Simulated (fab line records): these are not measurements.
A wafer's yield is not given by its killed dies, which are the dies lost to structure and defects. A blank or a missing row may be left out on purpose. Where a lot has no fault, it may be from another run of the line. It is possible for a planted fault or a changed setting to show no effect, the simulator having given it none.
Struck lot and sound lot, side by side -- flow berkeleyCmos170 -- 18 steps out of a route of 331
Sound: wafers L590.2, L590.3, L590.6. The struck wafers were L601.1, L601.3, L601.4. At the end, the cause is stated.
Each step with rows lists, per side, the tool, then ch with its chambers, then its first start. Under that, the readings that differ: sound wafers -- struck wafers -- difference of the means -- sigmas: that difference in standard deviations of wafers without a fault.
alike: words and numbers the same on both sides, and readings whose means are apart by under 2 such deviations; not compared: readings that were withheld, readings missing a value for some wafer, numbers with overlapping values and no deviation given by the record, and bounds like >300 which may hide the same value.
Wherever a step has rows on one side only, a row that says differs or no value, or a row with sigmas, the two part there. Non-overlapping numbers with no deviation appear without sigmas and do not part them. A reading that every wafer of one side lacks parts them only if that side has two wafers or more.

UCB170_NLDD_STRIP_10: strips in O2.
  sound on plasmaAsher-04 ch 0,1, day 8 13:55; struck on plasmaAsher-02 ch 0,1, day 10 11:22
reading,sound,struck,difference,sigmas
stripTimeToEndpointS (s),21.79 21.78 21.84,21.59 21.57 21.68,-0.19,-3
  alike: drypumpMotorCurrentA, oesProductAu
  not compared: rfHoursCounterH
UCB170_NLDD_TW_MEAS_11:
  sound: filmMetro-02 at day 8 14:01; struck: filmMetro-01 at day 10 11:28
reading,sound,struck,difference,sigmas
NLDD_TW,2183 2164 2174,2215 2207 2223,+41,+2
then, 1 step without rows for these wafers: UCB170_NLDD_CLEAN_12 (cleans in SPM, time 600 s).
UCB170_SPACER_CVD_00: deposits SiO2 from TEOS/O2, target thk 376 nm, time 47 s.
  sound on pecvd-03 ch 1,2, day 8 14:15; struck on pecvd-02 ch 0,2, day 10 11:47
  alike: heaterPowerW
UCB170_SPACER_THK_MEAS_01:
  sound: filmMetro-04 at day 8 14:18; struck: filmMetro-02 at day 10 11:50
  alike: SPACER_TEOS_THK
then, 1 step without rows for these wafers: UCB170_SPACER_ANNEAL_02 (time 1800 s).
UCB170_SPACER_ETCHBACK_03: etches SiO2 in CHF3/CF4/Ar, stops on Si, target depth 376 nm, time 100 s.
  sound on rieDiel-04 ch 0,2,3, day 8 18:50; struck on rieDiel-01 ch 1,3, day 10 14:11
  alike: CHF3_flow_sccm, drypumpMotorCurrentA, oesProductAu, throttleValvePct
  not compared: rfHoursCounterH
then, 5 steps without rows for these wafers: UCB170_PSD_HMDS_00 (prime time 60 s); UCB170_PSD_COAT_01 (resist thk 900 nm); UCB170_PSD_SOFTBAKE_02 (time 60 s); UCB170_PSD_EXPOSE_03 (exposes mask PSELECT MOD, target cd 1200 nm); UCB170_PSD_PEB_04.
UCB170_PSD_DEVELOP_05: develop time 45 s.
  sound on lithoTrack-04 ch 0, day 8 19:00; struck on lithoTrack-02 ch 0, day 10 15:00
  alike: chillPlateTempC
UCB170_PSD_OVL_MEAS_07:
  sound: overlay-01 at day 8 19:53; struck: overlay-01 at day 10 16:13
  alike: PSD_OVL
following that, these wafers have no rows for 1 step: UCB170_PSD_IMPLANT_08.
UCB170_PSD_STRIP_09: strips in O2.
  sound on plasmaAsher-02 ch 0,1, day 8 20:04; struck on plasmaAsher-03 ch 0,1, day 10 16:24
  alike: drypumpMotorCurrentA, oesProductAu, stripTimeToEndpointS
  not compared: rfHoursCounterH
UCB170_PSD_TW_MEAS_10:
  sound: filmMetro-02 at day 8 20:10; struck: filmMetro-03 at day 10 16:30
reading,sound,struck,difference,sigmas
PSD_TW,2288 2300 2282,30 30 30,-2260,-94
then, 1 step without rows for these wafers: UCB170_PSD_CLEAN_11 (cleans in SPM, time 600 s).

## WHERE THEY PART
At UCB170_NLDD_STRIP_10 first; at UCB170_PSD_TW_MEAS_10 last (within this record only).

WHY: what the simulator had put in
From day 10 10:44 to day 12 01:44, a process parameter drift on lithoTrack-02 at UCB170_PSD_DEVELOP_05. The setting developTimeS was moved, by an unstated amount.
